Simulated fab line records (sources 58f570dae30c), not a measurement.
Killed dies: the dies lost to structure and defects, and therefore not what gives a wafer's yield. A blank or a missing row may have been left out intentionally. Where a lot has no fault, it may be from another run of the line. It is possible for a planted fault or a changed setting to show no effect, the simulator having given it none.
What tool caused it? | flow berkeley-cmos170 | 15 lots with 45 wafers sampled at 4 steps, on a route of 331 steps

WHAT THE GAUGES SHOWED, per wafer
UCB170_M1_RS_MEAS_01: the measuring method here is four-point-probe. Usual: M1_AL_RS gives 0.0485 ohm/sq (standard deviation 0.00068).
lot  | measured     | on            | M1_AL_RS (ohm/sq)    | flag
L753 | day 6 13:41  | film-metro-01 | 0.0496 0.0493 0.0483 |
L755 | day 7 03:20  | film-metro-02 | 0.0488 0.0490 0.0477 |
L754 | day 7 03:56  | film-metro-01 | 0.0481 0.0490 0.0486 |
L756 | day 7 15:35  | film-metro-02 | 0.0494 0.0491 0.0493 |
L757 | day 8 02:57  | film-metro-02 | 0.0484 0.0477 0.0486 |
L758 | day 8 03:18  | film-metro-01 | 0.0489 0.0475 0.0487 |
L759 | day 8 04:29  | film-metro-04 | 0.0487 0.0491 0.0493 |
L761 | day 9 02:45  | film-metro-04 | 0.0480 0.0485 0.0483 |
L762 | day 9 12:38  | film-metro-04 | 0.0493 0.0494 0.0495 |
L763 | day 9 14:35  | film-metro-01 | 0.0490 0.0492 0.0492 |
L765 | day 9 15:10  | film-metro-01 | 0.0475 0.0486 0.0487 |
L766 | day 10 02:35 | film-metro-04 | 0.0490 0.0491 0.0488 |
L771 | day 10 19:17 | film-metro-02 | 0.0488 0.0477 0.0493 |
L776 | day 11 21:07 | film-metro-04 | 0.0493 0.0489 0.0489 |
L775 | day 11 20:41 | film-metro-02 | 0.0486 0.0488 0.0475 |

WHAT TOOL EACH LOT RAN ON (gives the tool, then ch and the chambers of the sampled wafers, and finally the start)
lot  | UCB170_NLDD_STRIP_10                 | UCB170_CONTACT_RTA_08            | UCB170_CONTACT_ETCH_17
L753 | plasma-asher-02 ch 1, day 5 19:37    | rtp-anneal-02 ch 0, day 6 10:58  | rie-diel-01 ch 1,3, day 6 13:03
L755 | plasma-asher-01 ch 0,1, day 6 08:58  | rtp-anneal-01 ch 0, day 7 01:28  | rie-diel-02 ch 0,1,3, day 7 02:40
L754 | plasma-asher-02 ch 0,1, day 6 09:15  | rtp-anneal-02 ch 0, day 7 02:05  | rie-diel-04 ch 0,2,3, day 7 03:09
L756 | plasma-asher-03 ch 1, day 6 22:40    | rtp-anneal-01 ch 0, day 7 13:47  | rie-diel-04 ch 0,1,2, day 7 14:58
L757 | plasma-asher-01 ch 0,1, day 7 11:02  | rtp-anneal-02 ch 0, day 8 01:16  | rie-diel-04 ch 1,3, day 8 02:19
L758 | plasma-asher-03 ch 0,1, day 7 11:16  | rtp-anneal-01 ch 0, day 8 01:16  | rie-diel-01 ch 0,3, day 8 02:34
L759 | plasma-asher-02 ch 0,1, day 7 11:31  | rtp-anneal-01 ch 0, day 8 02:40  | rie-diel-04 ch 0,1,3, day 8 03:51
L761 | plasma-asher-03 ch 0,1, day 8 09:52  | rtp-anneal-01 ch 0, day 9 00:53  | rie-diel-01 ch 0,1, day 9 01:57
L762 | plasma-asher-01 ch 0, day 8 20:57    | rtp-anneal-02 ch 0, day 9 10:40  | rie-diel-04 ch 0,2,3, day 9 11:49
L763 | plasma-asher-03 ch 0,1, day 8 21:27  | rtp-anneal-02 ch 0, day 9 12:22  | rie-diel-01 ch 0,2,3, day 9 13:44
L765 | plasma-asher-03 ch 0,1, day 8 21:47  | rtp-anneal-01 ch 0, day 9 12:46  | rie-diel-04 ch 2,3, day 9 14:24
L766 | plasma-asher-01 ch 0,1, day 9 11:29  | rtp-anneal-02 ch 0, day 10 00:19 | rie-diel-02 ch 0,1,3, day 10 01:55
L771 | plasma-asher-01 ch 0,1, day 10 01:52 | rtp-anneal-01 ch 0, day 10 17:35 | rie-diel-01 ch 0,1,2, day 10 18:39
L776 | plasma-asher-03 ch 0,1, day 11 04:20 | rtp-anneal-01 ch 0, day 11 18:41 | rie-diel-01 ch 0,3, day 11 20:17
L775 | plasma-asher-01 ch 0,1, day 11 04:37 | rtp-anneal-02 ch 0, day 11 18:21 | rie-diel-02 ch 0,1, day 11 20:00
- UCB170_NLDD_STRIP_10: strips in O2.
- UCB170_CONTACT_RTA_08: time 10 s.
- UCB170_CONTACT_ETCH_17: etches BARC in N2/H2.

WHAT THE TOOLS THEMSELVES READ (means of the sampled wafers that have a number; where no wafer has one, the mark that the record gives instead)
UCB170_NLDD_STRIP_10. Usual: drypump-motor-current-A 5.6 A, standard deviation 0.5; oes-product-au 0.734 a.u., standard deviation 0.0044; strip-time-to-endpoint-s 21.63 s, standard deviation 0.071.
lot  | tool            | drypump-motor-current-A (A) | oes-product-au (a.u.) | strip-time-to-endpoint-s (s) | flag
L753 | plasma-asher-02 | 6.1                         | 0.733                 | 21.64                        |
L755 | plasma-asher-01 | 5.2                         | 0.732                 | 21.56                        |
L754 | plasma-asher-02 | 6.1                         | 0.733                 | 21.69                        |
L756 | plasma-asher-03 | 4.9                         | 0.738                 | 21.56                        |
L757 | plasma-asher-01 | 5.2                         | 0.732                 | 21.61                        |
L758 | plasma-asher-03 | 5.3                         | 0.733                 | 21.60                        |
L759 | plasma-asher-02 | 6.1                         | 0.732                 | 21.68                        |
L761 | plasma-asher-03 | 5.3                         | 0.735                 | 21.55                        |
L762 | plasma-asher-01 | 5.0                         | 0.732                 | 21.62                        |
L763 | plasma-asher-03 | 5.3                         | 0.737                 | 21.63                        |
L765 | plasma-asher-03 | 5.7                         | 0.738                 | 21.69                        |
L766 | plasma-asher-01 | 5.4                         | 0.734                 | 21.74                        |
L771 | plasma-asher-01 | 5.3                         | 0.732                 | 21.60                        |
L776 | plasma-asher-03 | 5.6                         | 0.740                 | 21.55                        |
L775 | plasma-asher-01 | 5.3                         | 0.737                 | 21.76                        |

UCB170_CONTACT_RTA_08. Usual: lamp-power-pct 24.1 %, standard deviation 1.7; wafer_temp_C_max 905.3, standard deviation 1.1.
lot  | tool          | lamp-power-pct (%) | wafer_temp_C_max | flag
L753 | rtp-anneal-02 | 26.0               | 905.8            |
L755 | rtp-anneal-01 | 22.6               | 905.4            |
L754 | rtp-anneal-02 | 26.0               | 904.3            |
L756 | rtp-anneal-01 | 22.6               | 905.3            |
L757 | rtp-anneal-02 | 25.9               | 905.6            |
L758 | rtp-anneal-01 | 22.6               | 904.5            |
L759 | rtp-anneal-01 | 22.6               | 904.2            |
L761 | rtp-anneal-01 | 22.6               | 905.7            |
L762 | rtp-anneal-02 | 25.9               | 906.6            |
L763 | rtp-anneal-02 | 25.9               | 905.0            |
L765 | rtp-anneal-01 | 22.6               | 904.9            |
L766 | rtp-anneal-02 | 25.9               | 905.4            |
L771 | rtp-anneal-01 | 22.6               | 904.1            |
L776 | rtp-anneal-01 | 22.6               | 904.6            |
L775 | rtp-anneal-02 | 25.9               | 906.1            |

UCB170_CONTACT_ETCH_17. Usual: drypump-motor-current-A 5.9 A, standard deviation 0.37; n2-flow-sccm 99.96 sccm, standard deviation 0.29; oes-product-au 1.003 a.u., standard deviation 0.013; throttle-valve-pct 13.22 %, standard deviation 0.17.
lot  | tool        | drypump-motor-current-A (A) | n2-flow-sccm (sccm) | oes-product-au (a.u.) | throttle-valve-pct (%) | flag
L753 | rie-diel-01 | 5.5                         | 99.77               | 1.003                 | 13.28                  |
L755 | rie-diel-02 | 6.0                         | 99.87               | 1.002                 | 13.44                  |
L754 | rie-diel-04 | 6.0                         | 100.11              | 0.998                 | 13.11                  |
L756 | rie-diel-04 | 6.0                         | 100.02              | 1.011                 | 13.17                  |
L757 | rie-diel-04 | 5.6                         | 100.13              | 1.006                 | 13.17                  |
L758 | rie-diel-01 | 5.7                         | 100.02              | 1.008                 | 13.21                  |
L759 | rie-diel-04 | 5.8                         | 99.77               | 1.011                 | 13.18                  |
L761 | rie-diel-01 | 5.6                         | 99.72               | 1.011                 | 13.40                  |
L762 | rie-diel-04 | 6.0                         | 100.11              | 0.992                 | 13.11                  |
L763 | rie-diel-01 | 5.9                         | 99.99               | 1.007                 | 13.11                  |
L765 | rie-diel-04 | 5.9                         | 99.66               | 0.993                 | 13.05                  |
L766 | rie-diel-02 | 5.9                         | 99.71               | 1.002                 | 13.44                  |
L771 | rie-diel-01 | 5.9                         | 100.04              | 1.010                 | 13.27                  |
L776 | rie-diel-01 | 5.6                         | 99.92               | 1.005                 | 13.21                  |
L775 | rie-diel-02 | 5.7                         | 99.88               | 1.005                 | 13.44                  |

THE ANSWER, worked out from the rows above alone
Rule: a lot is off if the mean of its wafers that have a number lies more than 3 standard deviations from the usual mean. A lot without any number at a reading at which 4 lots or more have one is off too. Any other lot the step has rows for is counted as sound. Order of review: gauges by route order, followed by the tools' own readings, for which a lot's mean as printed above is used. The first step at which some lot is off is used, and at that step the reading that is off furthest; a lot without a number counts as furthest.
No lot is off on any of the readings shown, so nothing can be concluded from this.

WHAT THE SIMULATOR HAD PUT IN
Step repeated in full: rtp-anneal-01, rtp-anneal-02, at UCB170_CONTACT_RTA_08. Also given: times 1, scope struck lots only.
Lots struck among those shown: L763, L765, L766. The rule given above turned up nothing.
